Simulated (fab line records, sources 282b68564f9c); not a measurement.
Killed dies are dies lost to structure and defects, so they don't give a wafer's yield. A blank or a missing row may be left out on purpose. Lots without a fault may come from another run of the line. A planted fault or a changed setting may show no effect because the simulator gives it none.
A struck lot beside a sound one | flow rit_cmos | 44 steps out of a route of 202
Sound: wafers L247.1, L247.3, L247.4. Struck: wafers L249.3, L249.5, L249.6. The cause comes at the end.
At each step with rows: each side's tool, then ch and its chambers, then its first start. Under that, the readings that differ: sound wafers | struck wafers | difference of the means | sigmas: that difference in standard deviations of wafers without a fault.
alike: readings whose means differ by less than 2 such deviations, and words and numbers that are the same on both sides. not compared: withheld readings, readings that some wafer has no value for, bounds like >300 that may hide the same value, and numbers for which the record gives no deviation and whose values overlap.
The two part at a step that has a row with sigmas, a row that says differs or no value, or rows on one side only. Numbers that don't overlap but have no deviation are shown without sigmas and don't part them. A reading that every wafer of one side lacks parts them only if that side has two wafers or more.

first, 1 step without rows for these wafers: RIT_ACTIVE_DEVELOP_10 (develop time 50 s).
RIT_ACTIVE_CD_MEAS_11: target cd 1400 nm.
  sound on cd_sem-01, day 3 02:14; struck on cd_sem-02, day 3 12:34
  alike: cd_nm
then, 1 step without rows for these wafers: RIT_ACTIVE_HARDBAKE_12 (time 60 s).
RIT_ACTIVE_ETCH_13: etches Si3N4 in SF6, stops on SiO2, time 210 s, target depth 210 nm.
  sound on rie_diel-02 ch 0,1,3, day 3 02:31; struck on rie_diel-03 ch 0,1, day 3 12:47
  alike: drypump_motor_current_A, oes_product_au, throttle_valve_pct
  not compared: rf_hours_counter_h
RIT_ACTIVE_STRIP_14: strips in O2, time 180 s.
  sound on plasma_asher-02 ch 0,1, day 3 02:39; struck on plasma_asher-04 ch 0,1, day 3 12:59
  alike: drypump_motor_current_A
  not compared: rf_hours_counter_h
RIT_ACTIVE_CD_MEAS_90: target cd 1400 nm.
  sound on cd_sem-02, day 3 02:49; struck on cd_sem-01, day 3 13:08
  alike: cd_nm
then, 4 steps without rows for these wafers: RIT_ACTIVE_CLEAN_15 (cleans in SC1, time 600 s); RIT_ACTIVE_CLEAN_16 (cleans in dHF, time 30 s); RIT_ACTIVE_CLEAN_17 (cleans in SC2, time 600 s); RIT_FOX1_OXIDATION_00 (target thk 350.7 nm, ox time 1130 s).
RIT_FOX1_THK_MEAS_01:
  sound on film_metro-01, day 3 06:10; struck on film_metro-02, day 3 15:46
  alike: FOX1_OXIDE_THK
then, 1 step without rows for these wafers: RIT_FOX1_WET_ETCH_02 (etches SiO2 in BOE, target depth 350 nm, time 382 s).
RIT_FOX2_OXIDATION_00: target thk 350.7 nm, ox time 1130 s.
  sound on furnace-03 ch 0, day 3 06:20; struck on furnace-04 ch 0, day 3 17:28
  alike: ox_temp_c, spike_tc_centre_C
RIT_FOX2_THK_MEAS_01:
  sound on film_metro-02, day 3 07:39; struck on film_metro-04, day 3 19:26
  reading             | sound       | struck      | difference | sigmas
  FOX2_OXIDE_THK (nm) | 340 338 345 | 522 527 520 | +182       | +31
RIT_FOX2_CLEAN_02: cleans in dHF, time 180 s.
  sound on wet_bench-02 ch 0, day 3 07:43; struck on wet_bench-01 ch 1, day 3 19:29
  reading                                     | sound             | struck            | difference | sigmas
  model.SiO2_of_FOX2_OXIDATION_00.thk_nm (nm) | 323.5 321.8 328.7 | 504.8 510.5 502.9 | +181.4     |
  model.Si3N4_of_ACTIVE_CVD_03.thk_nm (nm)    | 132.7 132 132.3   | 128.9 126.9 129.2 | -4.0       |
RIT_FOX2_WET_ETCH_03: etches Si3N4 in H3PO4, target depth 195 nm, time 2700 s.
  sound on wet_bench-01 ch 1, day 3 07:46; struck on wet_bench-02 ch 0, day 3 19:33
  reading                                     | sound             | struck          | difference | sigmas
  model.SiO2_of_FOX2_OXIDATION_00.thk_nm (nm) | 312.6 310.9 317.7 | 494.3 500 492.4 | +181.8     |
RIT_FOX2_THK_MEAS_90:
  sound on film_metro-03, day 3 08:35; struck on film_metro-03, day 3 20:20
  reading                     | sound       | struck      | difference | sigmas
  FIELD_OXIDE_LEFT_1_THK (nm) | 313 311 318 | 494 500 493 | +182       | +30
then, 6 steps without rows for these wafers: RIT_NWELL_HMDS_00 (prime time 60 s); RIT_NWELL_COAT_01 (resist thk 1300 nm); RIT_NWELL_SOFTBAKE_02 (time 57.45 s); RIT_NWELL_EXPOSE_03 (exposes mask M2, target cd 43900 nm); RIT_NWELL_PEB_04; RIT_NWELL_DEVELOP_05 (develop time 68 s).
RIT_NWELL_OVL_MEAS_06:
  sound on overlay-01, day 3 09:42; struck on overlay-01, day 3 21:34
  alike: NWELL_OVL
then, 2 steps without rows for these wafers: RIT_NWELL_HARDBAKE_07 (time 120 s); RIT_NWELL_IMPLANT_08.
RIT_NWELL_STRIP_09: strips in O2, time 180 s.
  sound on plasma_asher-01 ch 0,1, day 3 10:08; struck on plasma_asher-03 ch 0,1, day 3 22:07
  alike: drypump_motor_current_A
  not compared: rf_hours_counter_h
RIT_NWELL_TW_MEAS_10:
  sound on film_metro-01, day 3 10:19; struck on film_metro-02, day 3 22:16
  reading  | sound          | struck         | difference | sigmas
  NWELL_TW | 2124 2115 2131 | 2180 2182 2191 | +61        | +2
then, 6 steps without rows for these wafers: RIT_PWELL_HMDS_00 (prime time 60 s); RIT_PWELL_COAT_01 (resist thk 1300 nm); RIT_PWELL_SOFTBAKE_02 (time 60 s); RIT_PWELL_EXPOSE_03 (exposes mask M3, target cd 43700 nm); RIT_PWELL_PEB_04; RIT_PWELL_DEVELOP_05 (develop time 68 s).
RIT_PWELL_OVL_MEAS_06:
  sound on overlay-01, day 3 11:22; struck on overlay-02, day 3 23:28
  alike: PWELL_OVL
then, 2 steps without rows for these wafers: RIT_PWELL_HARDBAKE_07 (time 120 s); RIT_PWELL_IMPLANT_08.
RIT_PWELL_STRIP_09: strips in O2, time 180 s.
  sound on plasma_asher-04 ch 0,1, day 3 11:49; struck on plasma_asher-04 ch 0,1, day 4 00:01
  alike: drypump_motor_current_A
  not compared: rf_hours_counter_h
RIT_PWELL_TW_MEAS_10:
  sound on film_metro-02, day 3 11:59; struck on film_metro-04, day 4 00:10
  alike: PWELL_TW
then, 1 step without rows for these wafers: RIT_WELLDRIVE_ANNEAL_00 (time 14700 s).
RIT_WELLDRIVE_RS_MEAS_01: measures by four-point-probe.
  sound on film_metro-02, day 3 17:13; struck on film_metro-01, day 4 05:19
  alike: NWELL_RS
RIT_WELLDRIVE_RS_MEAS_02: measures by four-point-probe.
  sound on film_metro-02, day 3 17:20; struck on film_metro-01, day 4 05:26
  reading           | sound             | struck            | difference | sigmas
  PWELL_RS (ohm/sq) | 428.9 429.1 429.0 | 430.9 431.5 432.8 | +2.7       | +2
RIT_FOX2_THK_MEAS_91:
  sound on film_metro-02, day 3 21:01; struck on film_metro-02, day 4 09:59
  reading                     | sound       | struck      | difference | sigmas
  FIELD_OXIDE_LEFT_2_THK (nm) | 245 243 251 | 425 431 424 | +180       | +31
RIT_M1_PROBE_99:
  sound on prober-02, day 5 02:01; struck on prober-02, day 5 17:52
  alike: killed_at_contacts, killed_at_front_end, killed_dies, killed_on_rim, killed_open, killed_short

WHERE THEY PART
First at RIT_FOX2_THK_MEAS_01; last, within this record, at RIT_FOX2_THK_MEAS_91. Later steps at which nothing parts them and some readings are alike: RIT_M1_PROBE_99.

WHY: what the simulator had put in
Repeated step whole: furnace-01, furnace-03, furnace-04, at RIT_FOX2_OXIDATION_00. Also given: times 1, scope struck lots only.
